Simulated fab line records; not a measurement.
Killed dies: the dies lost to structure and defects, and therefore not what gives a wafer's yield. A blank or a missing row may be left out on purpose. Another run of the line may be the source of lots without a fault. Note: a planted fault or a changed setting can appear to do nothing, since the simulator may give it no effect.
Struck lot and sound lot, side by side	flow berkeley_cmos170	15 out of 331 route steps
Sound: the wafers L216.1, L216.3, L216.6. Wafers struck: L221.1, L221.4, L221.6. At the end, the cause is stated.
Per side, at each step with rows, come the tool, then ch with its chambers, and then its first start. Under that, the readings that differ: sound wafers	struck wafers	difference of the means	sigmas: that difference in standard deviations of wafers without a fault.
alike: same words and numbers on both sides, and readings whose means sit less than 2 such deviations apart. not compared: any withheld reading, any reading some wafer has no value for, any bound like >300 that may hide the same value, and any number with overlapping values for which the record gives no deviation.
The two part at a step that has a row with sigmas, a row that says differs or no value, or rows on one side only. Numbers that don't overlap but have no deviation are shown without sigmas and don't part them. A reading that every wafer of one side lacks parts them only if that side has two wafers or more.

UCB170_NSD_CD_MEAS_06: target cd 1200 nm.
  sound on cd_sem-02, day 9 04:20; struck on cd_sem-02, day 9 19:27
  alike: cd_nm
UCB170_NSD_OVL_MEAS_07:
  sound on overlay-01, day 9 04:27; struck on overlay-02, day 9 19:34
  alike: NSD_OVL
after that, 1 step had no rows for these wafers: UCB170_NSD_IMPLANT_08.
UCB170_NSD_STRIP_09: strips in O2.
  sound on plasma_asher-04 ch 0,1, day 9 04:38; struck on plasma_asher-01 ch 1, day 9 19:46
  alike: chamber_pressure_mTorr, drypump_motor_current_A, oes_product_au, strip_time_to_endpoint_s
  not compared: rf_hours_counter_h
UCB170_NSD_TW_MEAS_10:
  sound on film_metro-04, day 9 04:44; struck on film_metro-03, day 9 19:52
  alike: NSD_TW
then, 4 steps without rows for these wafers: UCB170_NSD_CLEAN_11 (cleans in SPM, time 600 s); UCB170_BACKSIDE_HMDS_00 (prime time 60 s); UCB170_BACKSIDE_COAT_01 (resist thk 900 nm); UCB170_BACKSIDE_SOFTBAKE_02 (time 60 s).
UCB170_BACKSIDE_STRIP_03: strips in O2.
  sound on plasma_asher-02 ch 0,1, day 9 05:25; struck on plasma_asher-04 ch 0,1, day 9 20:49
  alike: chamber_pressure_mTorr, drypump_motor_current_A, oes_product_au, strip_time_to_endpoint_s
  not compared: rf_hours_counter_h
then, 1 step without rows for these wafers: UCB170_BACKSIDE_CLEAN_04 (cleans in SPM, time 600 s).
UCB170_SDANNEAL_RTA_00: time 10 s.
  sound on rtp_anneal-02 ch 0, day 9 05:42; struck on rtp_anneal-02 ch 0, day 9 21:05
  alike: lamp_power_pct, wafer_temp_C_max
UCB170_SDANNEAL_RTA_01: time 5 s.
  sound on rtp_anneal-02 ch 0, day 9 05:50; struck on rtp_anneal-02 ch 0, day 9 21:10
  alike: lamp_power_pct, wafer_temp_C_max
UCB170_SDANNEAL_RS_MEAS_02: a four-point-probe measurement.
  sound on film_metro-04, day 9 05:57; struck on film_metro-04, day 9 21:34
reading	sound	struck	difference	sigmas
PSD_RS (ohm/sq)	75.6 75.4 75.5	105.2 104.6 104.8	+29.4	+89
  not compared: hold
UCB170_M3_PROBE_99:
  rows exist in the record for the sound wafers here (prober-01, day 10 05:37), none for the struck ones

## WHERE THEY PART
At UCB170_SDANNEAL_RS_MEAS_02 first; at UCB170_M3_PROBE_99 last (within this record only).

WHY: the cause the simulator had injected
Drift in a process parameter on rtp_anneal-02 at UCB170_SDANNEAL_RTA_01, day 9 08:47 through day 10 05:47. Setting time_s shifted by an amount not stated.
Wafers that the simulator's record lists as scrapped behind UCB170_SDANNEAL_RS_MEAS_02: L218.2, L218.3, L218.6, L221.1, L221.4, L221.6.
